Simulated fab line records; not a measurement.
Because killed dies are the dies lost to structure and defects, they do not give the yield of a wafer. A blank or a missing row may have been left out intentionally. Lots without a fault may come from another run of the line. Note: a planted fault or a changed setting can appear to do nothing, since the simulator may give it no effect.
Matching of chambers / flow berkeley_cmos170 / UCB170_NWELL_ETCH_13 on rie_diel-01 has 4 sister chambers
The step etches Si3N4 in CH3F/Ar/O2, stops on SiO2, target depth 246.4 nm, time 154 s. 14 wafers are shown with their chamber, then 7 later ones without.

WAFERS PAIRED WITH THEIR CHAMBERS
wafer=L306.1; chamber=1; throttle_valve_pct (%)=8.12; drypump_motor_current_A (A)=5.92; oes_product_au (a.u.)=0.966
wafer=L306.4; chamber=2; throttle_valve_pct (%)=8.07; drypump_motor_current_A (A)=5.45; oes_product_au (a.u.)=0.924
wafer=L306.5; chamber=1; throttle_valve_pct (%)=8.14; drypump_motor_current_A (A)=5.92; oes_product_au (a.u.)=0.967
wafer=L307.1; chamber=3; throttle_valve_pct (%)=8.13; drypump_motor_current_A (A)=5.80; oes_product_au (a.u.)=0.924
wafer=L307.2; chamber=2; throttle_valve_pct (%)=8.06; drypump_motor_current_A (A)=5.47; oes_product_au (a.u.)=0.923
wafer=L307.5; chamber=1; throttle_valve_pct (%)=8.14; drypump_motor_current_A (A)=5.90; oes_product_au (a.u.)=0.968
wafer=L311.3; chamber=2; throttle_valve_pct (%)=8.08; drypump_motor_current_A (A)=5.46; oes_product_au (a.u.)=0.921
wafer=L311.4; chamber=0; throttle_valve_pct (%)=7.76; drypump_motor_current_A (A)=6.08; oes_product_au (a.u.)=0.926
wafer=L311.6; chamber=3; throttle_valve_pct (%)=8.13; drypump_motor_current_A (A)=5.83; oes_product_au (a.u.)=0.920
wafer=L319.1; chamber=1; throttle_valve_pct (%)=8.16; drypump_motor_current_A (A)=5.90; oes_product_au (a.u.)=0.932
wafer=L319.4; chamber=3; throttle_valve_pct (%)=8.13; drypump_motor_current_A (A)=5.83; oes_product_au (a.u.)=0.925
wafer=L319.6; chamber=1; throttle_valve_pct (%)=8.14; drypump_motor_current_A (A)=5.89; oes_product_au (a.u.)=0.941
wafer=L320.3; chamber=3; throttle_valve_pct (%)=8.14; drypump_motor_current_A (A)=5.82; oes_product_au (a.u.)=0.915
wafer=L320.4; chamber=1; throttle_valve_pct (%)=8.15; drypump_motor_current_A (A)=5.87; oes_product_au (a.u.)=0.939

SIGNATURES (averages over the wafers above)
reading=throttle_valve_pct; chamber 0=7.7600; chamber 1=8.1417; chamber 2=8.0700; chamber 3=8.1325; scatter within a chamber=0.0108
reading=drypump_motor_current_A; chamber 0=6.0800; chamber 1=5.9000; chamber 2=5.4600; chamber 3=5.8200; scatter within a chamber=0.0161
reading=oes_product_au; chamber 0=0.92600; chamber 1=0.95217; chamber 2=0.92267; chamber 3=0.92100; scatter within a chamber=0.012
Rule: distance of a wafer from a chamber = root of the sum over the readings of ((wafer's reading minus chamber's mean) / reading's scatter) squared. If the next closest chamber is less than 2 further off than the closest, the wafer can't be placed; otherwise it belongs to the closest. The scatter: the root of (the sum of the squares of (reading less its chamber's mean) over the shown wafers, divided by (wafers less chambers)).

WAFERS WITHOUT THEIR CHAMBER
wafer=L320.5; throttle_valve_pct (%)=7.76; drypump_motor_current_A (A)=6.08; oes_product_au (a.u.)=0.924
wafer=L324.2; throttle_valve_pct (%)=7.78; drypump_motor_current_A (A)=6.10; oes_product_au (a.u.)=0.923
wafer=L324.3; throttle_valve_pct (%)=8.12; drypump_motor_current_A (A)=5.79; oes_product_au (a.u.)=0.920
wafer=L324.6; throttle_valve_pct (%)=8.14; drypump_motor_current_A (A)=5.92; oes_product_au (a.u.)=0.935
wafer=L326.2; throttle_valve_pct (%)=7.78; drypump_motor_current_A (A)=6.08; oes_product_au (a.u.)=0.920
wafer=L326.3; throttle_valve_pct (%)=8.15; drypump_motor_current_A (A)=5.89; oes_product_au (a.u.)=0.935
wafer=L326.4; throttle_valve_pct (%)=7.76; drypump_motor_current_A (A)=6.09; oes_product_au (a.u.)=0.923

EACH ONE'S CHAMBER
wafer=L320.5; from the rows above=0; in truth=0
wafer=L324.2; from the rows above=0; in truth=0
wafer=L324.3; from the rows above=3; in truth=3
wafer=L324.6; from the rows above=1; in truth=1
wafer=L326.2; from the rows above=0; in truth=0
wafer=L326.3; from the rows above=1; in truth=1
wafer=L326.4; from the rows above=0; in truth=0
Correctly placed: 7 of 7. Not placeable from these rows: 0. 0 placed wrongly.
